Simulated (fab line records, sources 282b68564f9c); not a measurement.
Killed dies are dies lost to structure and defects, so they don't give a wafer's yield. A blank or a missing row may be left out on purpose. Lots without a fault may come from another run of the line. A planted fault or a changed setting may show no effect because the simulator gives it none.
One fault seen from 2 desks | flow rit_cmos | each desk has only its own numbers; what lay behind them comes last

THE METROLOGY DESK
What the gauges read, lot by lot, whatever tool the lot ran on: means of the sampled wafers that have a number. A lot is out of limits, marked OUT, if its mean lies more than 4 standard deviations from the usual mean; the brackets give that distance.
Columns: A = NSD_TW at RIT_NSD_TW_MEAS_10, usual 3123; B = cd_nm at RIT_CONTACT_CD_MEAS_90, usual 1000.0 nm; C = M1_AL_RS at RIT_M1_RS_MEAS_01, usual 0.0732 ohm/sq; D = M1_AL_THK at RIT_M1_THK_MEAS_02, usual 401 nm; E = M1_OVL at RIT_M1_OVL_MEAS_10, usual 0.7 nm
lot  | first seen here | A    | B      | C                | D             | E
L337 | day 3 05:06     | 3120 | 1001.0 | 0.0750           | 391           | 1.6
L340 | day 3 22:43     | 3162 | 1003.5 | 0.0722           | 404           | 1.4
L341 | day 4 09:01     | 3185 | 1001.4 | 0.0735           | 399           | 1.1
L343 | day 4 23:52     | 3128 | 1003.3 | 0.0721           | 407           | 2.0
L344 | day 5 09:14     | 3096 | 999.4  | 0.0725           | 407           | -1.3
L345 | day 5 13:01     | 3107 | 1002.6 | 0.1143 (+54) OUT | 319 (-18) OUT | -1.1
L349 | day 6 11:08     | 3155 | 998.9  | 0.0735           | 400           | 0.0
L348 | day 6 11:23     | 3154 | 999.9  | 0.0739           | 396           | 0.7
L352 | day 7 01:11     | 3114 | 996.1  | 0.0723           | 402           | 0.6
L354 | day 7 02:35     | 3081 | 998.3  | 0.0725           | 404           | -0.3
L355 | day 7 14:20     | 3119 | 1001.0 | 0.0732           | 398           | 0.1
L360 | day 8 04:17     | 3091 | 1003.6 | 0.0742           | 396           | 1.5
L359 | day 8 05:14     | 3106 | 1002.1 | 0.0731           | 402           | 0.8
This desk's finding: out of limits on L345; first on L345, day 5 18:57 (M1_AL_RS at RIT_M1_RS_MEAS_01). In limits: L337, L340, L341, L343, L344, L349, L348, L352, L354, L355, L360, L359.

THE TOOL OWNER'S DESK: pvd_sputter-01
The tool's own readings at RIT_M1_SPUTTER_00 (material Al, target thk 400 nm, time 500 s): means of the sampled wafers that have a number, for each lot that ran on this tool. A lot is out of limits, marked OUT, if its mean lies more than 4 standard deviations from the usual mean; the brackets give that distance.
Columns: A = throttle_valve_pct at RIT_M1_SPUTTER_00, usual 30.3 %
lot  | first seen here | A
L337 | day 3 10:24     | 30.0
L341 | day 4 14:16     | 30.5
L343 | day 5 05:36     | 30.8
L345 | day 5 18:39     | 30.2
L348 | day 6 17:28     | 29.9
This desk's finding: nothing out of limits on any of the 5 lots.

PUT TOGETHER
The metrology desk could have raised an alarm at day 5 18:57, on L345.
The tool owner's desk saw nothing out of limits.
The tool owner's desk has L345 on record, within its limits.
Of the lots named, all ran RIT_M1_SPUTTER_00 on pvd_sputter-01.

WHAT THE SIMULATOR HAD PUT IN
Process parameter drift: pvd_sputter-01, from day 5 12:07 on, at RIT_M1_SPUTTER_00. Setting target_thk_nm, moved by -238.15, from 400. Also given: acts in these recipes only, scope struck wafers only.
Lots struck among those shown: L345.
Hours from the fault's start to each desk's first reading out of limits: the metrology desk, 7.
